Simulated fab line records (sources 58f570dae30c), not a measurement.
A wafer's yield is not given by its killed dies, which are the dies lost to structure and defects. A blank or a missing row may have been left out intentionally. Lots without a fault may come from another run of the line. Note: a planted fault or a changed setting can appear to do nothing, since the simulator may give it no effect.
Problem report, 8D (eight disciplines) form, completed by code | flow berkeley-cmos170 | the parts of the form that need people (team, actions taken, sign-off) are left out

## 1. WHAT IS WRONG
Wafers free of any fault read 2206 (standard deviation 11) for NLDD_TW at UCB170_NLDD_TW_MEAS_11, against a mean of 2031 on 9 wafers of 3 lots. Measured from the usual mean, that is -16 standard deviations.
Seen first at day 8 09:36 on film-metro-03, wafer L568.1. The record holds 45 wafers of 15 lots with a number at this step. By rule, "out" or "out of limits" means more than 4 standard deviations away from the usual mean. The rest of the wafers with a number are treated as sound.

## 2. WHAT IT IS, AND WHAT IT ISN'T
question                    | is                           | is not
which readings at this step | NLDD_TW                      | -
which lots                  | L568, L572, L573             | L563, L566, L567, L569, L570, L574, L577, L579, L580, L582, L583, L586
which wafers of those lots  | all that have a number       | -
read on which gauges        | film-metro-02, film-metro-03 | film-metro-04
when                        | from day 8 09:36             | up to then (12 sound wafers); but 24 sound wafers of L570, L574, L577, L579, L580, L582, L583, L586 came after

## 3. THE SUSPECTS, EACH WITH WHAT RULES IT OUT
Counting: any tool at a process step up to the reading is kept as a suspect provided that every lot that is out went through it and no sound lot did after the first of them.
- the gauge at UCB170_NLDD_TW_MEAS_11 has been ruled out. 2 gauges (film-metro-02, film-metro-03) read the wafers that are out.
- implanter-03 at UCB170_NLDD_IMPLANT_09: ruled out as a lasting fault. Sound lots L582, L586 ran on it after its first lot that is out, L568 (day 8 09:21).
Left after counting: nothing in the record.

## 4. THE CAUSE (what the simulator had put in)
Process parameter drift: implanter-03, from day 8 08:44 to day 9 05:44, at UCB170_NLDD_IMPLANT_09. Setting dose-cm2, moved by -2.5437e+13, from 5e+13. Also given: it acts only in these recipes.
Counting ruled it out, wrongly: the rule takes a fault to strike every lot that its tool runs from its start on, and this one did not.

## 5. SEQUENCE OF EFFECTS, ordered by route
Each row: a reading whose mean over the struck wafers that have a number lies more than 3 standard deviations from the usual. Readings are gone through only where the record gives a usual standard deviation; hours: the median, over the lots, of the time from a lot's start at the first step in this table giving one to that lot's start at this step; sigmas: the change measured in usual standard deviations.
hours | step                       | reading            | usual        | on struck wafers | change | sigmas
0     | UCB170_NLDD_IMPLANT_09     | dose-ions-cm2      | 5e+13        | 2e+13            | -3e+13 | -99 or more
0     | UCB170_NLDD_IMPLANT_09     | faraday-current-uA | 158.7        | 77.4             | -81.3  | -29
0     | UCB170_NLDD_TW_MEAS_11     | NLDD_TW            | 2206         | 2031             | -175   | -16
12    | UCB170_SDANNEAL_RS_MEAS_05 | NLDD_RS            | 616.9 ohm/sq | 751.1            | +134.2 | +89
Process steps it contains:
- UCB170_NLDD_IMPLANT_09

## 6. HOW IT WOULD HAVE BEEN CAUGHT EARLIER
In this record the first reading out of limits at a measuring or inspecting step was taken at day 8 09:36, 1 hour after the fault began at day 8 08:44.
Tool's own readings at UCB170_NLDD_IMPLANT_09, dose-ions-cm2, faraday-current-uA: out on all struck wafers the step has rows for; an alarm limit on them would have tripped on the first.
